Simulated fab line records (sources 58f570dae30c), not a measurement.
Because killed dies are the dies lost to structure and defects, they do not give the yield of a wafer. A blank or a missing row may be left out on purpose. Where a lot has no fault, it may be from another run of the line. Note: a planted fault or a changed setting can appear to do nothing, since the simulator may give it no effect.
Which of the tools did it? + flow berkeley_cmos170 + Sampling: 14 lots, 42 wafers, 4 of 331 route steps

WHAT EACH GAUGE READ, for each wafer
UCB170_CONTACT_CD_MEAS_90 targets a cd of 700 nm. Usual: cd_nm reads 699.6 nm (standard deviation 1.5).
| lot  | measured     | on        | cd_nm (nm)        | flag |
|------|--------------|-----------|-------------------|------|
| L770 | day 7 08:17  | cd_sem-02 | 699.1 697.2 699.5 |      |
| L772 | day 7 09:40  | cd_sem-01 | 700.4 701.4 702.2 |      |
| L771 | day 7 09:55  | cd_sem-02 | 699.0 699.9 700.0 |      |
| L775 | day 8 15:03  | cd_sem-02 | 697.4 699.5 700.2 |      |
| L776 | day 8 14:43  | cd_sem-01 | 699.8 700.7 702.4 |      |
| L777 | day 8 22:33  | cd_sem-02 | 698.7 699.2 700.2 |      |
| L779 | day 8 22:51  | cd_sem-01 | 700.1 702.0 699.9 |      |
| L781 | day 10 02:19 | cd_sem-01 | 699.0 699.5 697.1 |      |
| L783 | day 10 01:32 | cd_sem-01 | 699.2 701.0 700.5 |      |
| L785 | day 10 04:35 | cd_sem-01 | 699.6 698.6 697.6 |      |
| L789 | day 10 15:11 | cd_sem-02 | 699.4 700.0 698.7 |      |
| L790 | day 11 06:02 | cd_sem-02 | 699.1 699.3 700.8 |      |
| L791 | day 11 16:32 | cd_sem-01 | 700.7 701.3 699.6 |      |
| L792 | day 11 15:46 | cd_sem-01 | 698.7 697.5 698.5 |      |

UCB170_M3_OVL_MEAS_16. Usual: M3_OVL typically reads -2 nm, with standard deviation 5.3.
| lot  | measured     | on         | M3_OVL (nm) | flag |
|------|--------------|------------|-------------|------|
| L770 | day 8 01:22  | overlay-02 | -3 3 -7     |      |
| L772 | day 8 04:52  | overlay-01 | 2 5 2       |      |
| L771 | day 8 04:37  | overlay-02 | 0 8 5       |      |
| L775 | day 9 12:16  | overlay-01 | -1 -11 -7   |      |
| L776 | day 9 11:45  | overlay-02 | -8 -5 -8    |      |
| L777 | day 9 15:53  | overlay-02 | 3 -6 0      |      |
| L779 | day 9 16:10  | overlay-01 | 1 -5 -3     |      |
| L781 | day 10 23:38 | overlay-01 | -13 -8 -16  |      |
| L783 | day 10 21:38 | overlay-01 | 0 1 -3      |      |
| L785 | day 11 00:41 | overlay-02 | -11 -5 -11  |      |
| L789 | day 11 09:36 | overlay-02 | -3 -6 1     |      |
| L790 | day 12 02:40 | overlay-02 | 0 6 2       |      |
| L791 | day 12 11:48 | overlay-01 | -12 1 -3    |      |
| L792 | day 12 09:42 | overlay-01 | -9 -5 -3    |      |

TOOL THAT RAN EACH LOT (tool first, then ch and the chambers of the sampled wafers, then the start)
| lot  | UCB170_PWELL_STRIP_16               | UCB170_M3_DEVELOP_14              |
|------|-------------------------------------|-----------------------------------|
| L770 | plasma_asher-03 ch 0,1, day 3 03:26 | litho_track-04 ch 0, day 8 01:00  |
| L772 | plasma_asher-02 ch 0,1, day 3 13:57 | litho_track-01 ch 0, day 8 04:00  |
| L771 | plasma_asher-03 ch 0,1, day 3 14:11 | litho_track-04 ch 0, day 8 04:00  |
| L775 | plasma_asher-01 ch 0,1, day 4 08:27 | litho_track-02 ch 0, day 9 12:00  |
| L776 | plasma_asher-02 ch 0, day 4 12:38   | litho_track-04 ch 0, day 9 11:00  |
| L777 | plasma_asher-02 ch 1, day 5 00:23   | litho_track-04 ch 0, day 9 15:00  |
| L779 | plasma_asher-02 ch 0,1, day 5 01:06 | litho_track-04 ch 0, day 9 15:00  |
| L781 | plasma_asher-01 ch 0,1, day 5 15:56 | litho_track-02 ch 0, day 10 23:00 |
| L783 | plasma_asher-01 ch 0,1, day 5 19:57 | litho_track-04 ch 0, day 10 21:00 |
| L785 | plasma_asher-02 ch 0,1, day 6 05:31 | litho_track-04 ch 0, day 11 00:00 |
| L789 | plasma_asher-03 ch 0,1, day 6 15:25 | litho_track-02 ch 0, day 11 09:00 |
| L790 | plasma_asher-01 ch 0,1, day 7 02:51 | litho_track-02 ch 0, day 12 02:00 |
| L791 | plasma_asher-01 ch 0,1, day 7 14:46 | litho_track-02 ch 0, day 12 11:00 |
| L792 | plasma_asher-02 ch 1, day 7 14:53   | litho_track-01 ch 0, day 12 09:00 |
- UCB170_PWELL_STRIP_16: strips in O2.
- UCB170_M3_DEVELOP_14: develop time 45 s.

WHAT THE TOOLS THEMSELVES READ (means of the sampled wafers that have a number; where no wafer has one, the mark that the record gives instead)
UCB170_PWELL_STRIP_16. Usual: drypump_motor_current_A 5.9 A, standard deviation 0.32; oes_product_au 0.721 a.u., standard deviation 0.0044; strip_time_to_endpoint_s 18.11 s, standard deviation 0.12.
| lot  | tool            | drypump_motor_current_A (A) | oes_product_au (a.u.) | strip_time_to_endpoint_s (s) | flag |
|------|-----------------|-----------------------------|-----------------------|------------------------------|------|
| L770 | plasma_asher-03 | 6.2                         | 0.717                 | 18.10                        |      |
| L772 | plasma_asher-02 | 5.7                         | 0.725                 | 18.03                        |      |
| L771 | plasma_asher-03 | 6.2                         | 0.723                 | 18.02                        |      |
| L775 | plasma_asher-01 | 5.7                         | 0.723                 | 18.01                        |      |
| L776 | plasma_asher-02 | 5.5                         | 0.720                 | 18.09                        |      |
| L777 | plasma_asher-02 | 6.2                         | 0.724                 | 18.05                        |      |
| L779 | plasma_asher-02 | 6.0                         | 0.723                 | 18.10                        |      |
| L781 | plasma_asher-01 | 5.8                         | 0.724                 | 18.09                        |      |
| L783 | plasma_asher-01 | 5.9                         | 0.724                 | 18.29                        |      |
| L785 | plasma_asher-02 | 5.7                         | 0.725                 | 18.16                        |      |
| L789 | plasma_asher-03 | 6.2                         | 0.726                 | 18.13                        |      |
| L790 | plasma_asher-01 | 5.7                         | 0.724                 | 18.19                        |      |
| L791 | plasma_asher-01 | 5.7                         | 0.718                 | 17.98                        |      |
| L792 | plasma_asher-02 | 6.2                         | 0.724                 | 17.98                        |      |

UCB170_M3_DEVELOP_14. Usual: developer_temp_C 20.99 C, standard deviation 0.095; resist_line_temp_C 23.02 C, standard deviation 0.11.
| lot  | tool           | developer_temp_C (C) | resist_line_temp_C (C) | flag |
|------|----------------|----------------------|------------------------|------|
| L770 | litho_track-04 | 21.00                | 22.92                  |      |
| L772 | litho_track-01 | 21.07                | 23.15                  |      |
| L771 | litho_track-04 | 21.15                | 23.06                  |      |
| L775 | litho_track-02 | 20.94                | 23.13                  |      |
| L776 | litho_track-04 | 20.87                | 23.07                  |      |
| L777 | litho_track-04 | 20.95                | 23.06                  |      |
| L779 | litho_track-04 | 21.09                | 22.89                  |      |
| L781 | litho_track-02 | 20.95                | 22.95                  |      |
| L783 | litho_track-04 | 21.68                | 22.99                  | OFF  |
| L785 | litho_track-04 | 21.79                | 23.01                  | OFF  |
| L789 | litho_track-02 | 20.93                | 23.06                  |      |
| L790 | litho_track-02 | 21.06                | 23.11                  |      |
| L791 | litho_track-02 | 21.00                | 23.05                  |      |
| L792 | litho_track-01 | 20.99                | 22.96                  |      |

THE ANSWER, worked out from the rows above alone
Rule: lot off if the mean of its wafers having a number is beyond 3 standard deviations from the usual mean. A lot without any number at a reading at which 4 lots or more have one is off too. The other lots that the step has rows for count as sound. The gauges are gone through in route order, then the tools' own readings, and for those a lot's mean is taken as printed above. At the first step where some lot is off, the reading lying furthest off is the one used; lots without a number count as furthest.
Off, at UCB170_M3_DEVELOP_14 on developer_temp_C: L783, L785.
A tool fits if, at that step or a process step before it, it ran every lot that is off, and no sound lot after the first of them. One fits: litho_track-04 at UCB170_M3_DEVELOP_14. A fault onset in the window from L777 (day 9 15:00, its last sound lot) to L783 (day 10 21:00, its first lot off) fits.
On the lots that are off, the tool's own readings at UCB170_M3_DEVELOP_14 differ by more than 5 times the standard deviation of the sound lots' means, which bears it out; developer_temp_C reads 21.73 C there versus 21.00 C on the sound lots.

WHAT THE SIMULATOR HAD INSERTED
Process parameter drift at UCB170_M3_DEVELOP_14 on litho_track-04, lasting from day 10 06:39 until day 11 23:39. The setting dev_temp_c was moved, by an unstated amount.
Shown lots that were struck: L783, L785. The rule given above showed the same thing.
